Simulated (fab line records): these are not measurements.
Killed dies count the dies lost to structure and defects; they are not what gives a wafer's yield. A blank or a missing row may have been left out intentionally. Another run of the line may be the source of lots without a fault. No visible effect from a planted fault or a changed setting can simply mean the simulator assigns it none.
fab line records | flow ritCmos
record: lots: 14 | wafers: 42 | lastDay: 7
route steps=202 shown CONTACT@168
lots that met no fault: taken from a fault-free run of the same line
startH: the number of hours between the record's first day and the start of the first shown wafer of the lot | waitH: hours since the lot's step before | " identical to the entry in the row above | L1.1+2: a row that stands for several wafers | - no value, or no start given | * or withheld: withheld | < > ~ a bound
route shown NAME@n: names a module that has steps shown in the file, with the first one's number in the route | usual: mean and standard deviation over wafers with no fault | same: alike in all rows | chamber/n: place in a boat | sites: each site's reading | _std_site: how widely they spread, as a standard deviation | _edge_site: outer sites' mean less inner sites' | radiusMm: how far each site lies from the wafer's centre | mask NAME#n: copy n | behind: the most recent tool/chamber to have shaped the wafer | hold: reason for holding the lot/hours on hold/outcome of the hold | device: names the non-switching transistor (n, p or np) | end of line: the tests these same wafers got at the end of their route | step lacking rows: just its recipe | killed: at the first sort, the dies lost to defects and structure; wafer yield is something else | map: the dies of a wafer, with x for killed, . for not killed, _ for no die there
set.NAME: the setting as run; set.NAME@STEP: as run at that earlier step | model.NAME: the simulator's own value behind a step, which no gauge read
a sample of lots followed through the steps of the route, with each step as a table and each wafer as a row
services: a tool's chamber out of use, with start hour (startH, from the record's first day; less than 0 if before it), hours out, and reason
== steps ==
step: RIT_CONTACT_CVD_00
recipe: material: SiO2 | targetThkNm: 400 | precursor: TEOS | tempC: 390 | timeS: 61.82 | rfW: 400
usual: heaterPowerW: 323/60
lot.wafer | tool     | chamber | startH | waitH | heaterPowerW
L423.2    | pecvd-02 | 0       | 50.44  | 0.0   | 261
L423.3    | "        | 2       | "      | "     | 381
L423.5    | "        | 0       | "      | "     | 270
L424.3    | pecvd-04 | 0       | 56.23  | 0.0   | 278
L424.5    | "        | 1       | "      | "     | 316
L424.6    | "        | 0       | "      | "     | 276
L425.1    | pecvd-03 | 0       | 60.05  | 0.1   | 345
L425.4    | "        | 2       | "      | "     | 266
L425.6    | "        | 1       | "      | "     | 383
L427.4    | pecvd-04 | 2       | 69.68  | 0.0   | 379
L427.5    | "        | 1       | "      | "     | 324
L427.6    | "        | 0       | "      | "     | 242
L428.1    | pecvd-03 | 1       | 75.95  | 0.1   | 408
L428.2    | "        | 0       | "      | "     | 287
L428.4    | "        | 1       | "      | "     | 292
L429.1    | pecvd-02 | 2       | 81.58  | 0.1   | 314
L429.2    | "        | 1       | "      | "     | 443
L429.3    | "        | 0       | "      | "     | 246
L430.1    | pecvd-04 | 0       | 85.05  | 0.1   | 257
L430.2    | "        | 1       | "      | "     | 314
L430.4    | "        | 0       | "      | "     | 274
L434.1    | pecvd-03 | 1       | 105.22 | 0.1   | 376
L434.5    | "        | 2       | "      | "     | 286
L434.6    | "        | 0       | "      | "     | 318
L435.2    | pecvd-04 | 0       | 110.22 | 0.0   | 280
L435.4    | "        | 1       | "      | "     | 344
L435.5    | "        | 0       | "      | "     | 201
L437.1    | pecvd-03 | 1       | 120.38 | 0.1   | 302
L437.4    | "        | 0       | "      | "     | 302
L437.6    | "        | 2       | "      | "     | 277
L439.1    | pecvd-02 | 2       | 131.00 | 0.1   | 304
L439.4    | "        | 1       | "      | "     | 470
L439.6    | "        | 2       | "      | "     | 336
L441.4    | pecvd-04 | 1       | 140.96 | 0.0   | 326
L441.5    | "        | 0       | "      | "     | 240
L441.6    | "        | 2       | "      | "     | 391
L444.1    | pecvd-04 | 2       | 156.02 | 0.1   | 414
L444.3    | "        | 0       | "      | "     | 265
L444.6    | "        | 2       | "      | "     | 308
L445.1    | pecvd-02 | 2       | 162.41 | 0.1   | 325
L445.4    | "        | 1       | "      | "     | 360
L445.6    | "        | 2       | "      | "     | 336
step: RIT_CONTACT_THK_MEAS_01
recipe: reads: SiO2_of_CONTACT_CVD_00
usual: CONTACT_TEOS_THK: 406/5.7
lot.wafer | tool         | chamber | startH | waitH | hold                    | CONTACT_TEOS_THK[nm]
L423.2    | filmMetro-03 | -       | 50.50  | 0.0   | -                       | 406
L423.3    | "            | -       | "      | "     | -                       | 399
L423.5    | "            | -       | "      | "     | -                       | 406
L424.3    | filmMetro-04 | -       | 56.30  | 0.0   | -                       | 406
L424.5    | "            | -       | "      | "     | -                       | 408
L424.6    | "            | -       | "      | "     | -                       | 410
L425.1    | filmMetro-03 | -       | 60.10  | 0.0   | -                       | 414
L425.4    | "            | -       | "      | "     | -                       | 416
L425.6    | "            | -       | "      | "     | -                       | 410
L427.4    | filmMetro-04 | -       | 69.74  | 0.0   | -                       | 403
L427.5    | "            | -       | "      | "     | -                       | 407
L427.6    | "            | -       | "      | "     | -                       | 406
L428.1    | filmMetro-01 | -       | 76.00  | 0.0   | -                       | 404
L428.2    | "            | -       | "      | "     | -                       | 411
L428.4    | "            | -       | "      | "     | -                       | 414
L429.1    | filmMetro-04 | -       | 81.63  | 0.0   | -                       | 398
L429.2    | "            | -       | "      | "     | -                       | 397
L429.3    | "            | -       | "      | "     | -                       | 399
L430.1    | filmMetro-01 | -       | 85.10  | 0.0   | -                       | 402
L430.2    | "            | -       | "      | "     | -                       | 402
L430.4    | "            | -       | "      | "     | -                       | 407
L434.1    | filmMetro-03 | -       | 105.27 | 0.0   | awaitDispo/0.2h/release | 400
L434.5    | "            | -       | "      | "     | awaitDispo/0.2h/release | 405
L434.6    | "            | -       | "      | "     | awaitDispo/0.2h/release | 518
L434.1    | filmMetro-03 | -       | 105.50 | 0.2   | -                       | 400
L434.5    | "            | -       | "      | "     | -                       | 404
L434.6    | "            | -       | "      | "     | -                       | 518
L435.2    | filmMetro-01 | -       | 110.28 | 0.0   | -                       | 397
L435.4    | "            | -       | "      | "     | -                       | 406
L435.5    | "            | -       | "      | "     | -                       | 405
L437.1    | filmMetro-03 | -       | 120.43 | 0.0   | awaitDispo/0.2h/release | 406
L437.4    | "            | -       | "      | "     | awaitDispo/0.2h/release | 523
L437.6    | "            | -       | "      | "     | awaitDispo/0.2h/release | 409
L437.1    | filmMetro-03 | -       | 120.66 | 0.2   | -                       | 405
L437.4    | "            | -       | "      | "     | -                       | 523
L437.6    | "            | -       | "      | "     | -                       | 409
L439.1    | filmMetro-04 | -       | 131.05 | 0.0   | -                       | 404
L439.4    | "            | -       | "      | "     | -                       | 420
L439.6    | "            | -       | "      | "     | -                       | 412
L441.4    | filmMetro-03 | -       | 141.01 | 0.0   | -                       | 405
L441.5    | "            | -       | "      | "     | -                       | 403
L441.6    | "            | -       | "      | "     | -                       | 402
L444.1    | filmMetro-03 | -       | 156.07 | 0.0   | -                       | 404
L444.3    | "            | -       | "      | "     | -                       | 401
L444.6    | "            | -       | "      | "     | -                       | 411
L445.1    | filmMetro-04 | -       | 162.46 | 0.0   | -                       | 396
L445.4    | "            | -       | "      | "     | -                       | 406
L445.6    | "            | -       | "      | "     | -                       | 404
== services ==
tool     | chamber | startH | hours | kind
pecvd-02 | -       | 95.60  | 1.4   | repair
pecvd-02 | -       | 110.44 | 5.5   | pm
pecvd-02 | -       | 145.86 | 6.0   | pm
== key ==
firstSign: step: RIT_CONTACT_THK_MEAS_01 | reading: visit | direction: added
effect: step: RIT_CONTACT_THK_MEAS_01 | reading: CONTACT_TEOS_THK | direction: up | sigmas: 20 | usual: 406 | struck: 520
metAt RIT_CONTACT_CVD_00
struckLots L434,L437
struckWafers L434.6,L437.4
laterRowsLeftOut L434.6,L437.4
sortLeftOut L434.6,L437.4
testerLeftOut L434,L437
onsetBetween 75.95 105.22
fault: kind: processParameterDrift | tool: pecvd-03 | chamber: 0 | onsetH: 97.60 | steps: RIT_CONTACT_CVD_00 | channel: targetThkNm | offset: 100 | shape: step | endH: 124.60 | stated: 400
testerLeftOut: of these lots the tester's yield and bins aren't shown, on N5 and GAA mostly nor the transistor test; their killed dies are dies lost to structure and defects alone, not to doping, threshold or leakage, so they don't give the yield
sortLeftOut: the simulated sort isn't trusted on such a fault, so these wafers' sort isn't shown, and their yield isn't known
laterRowsLeftOut: the simulator's readings of these wafers behind a module that went badly wrong aren't trusted and aren't shown, but for the sort
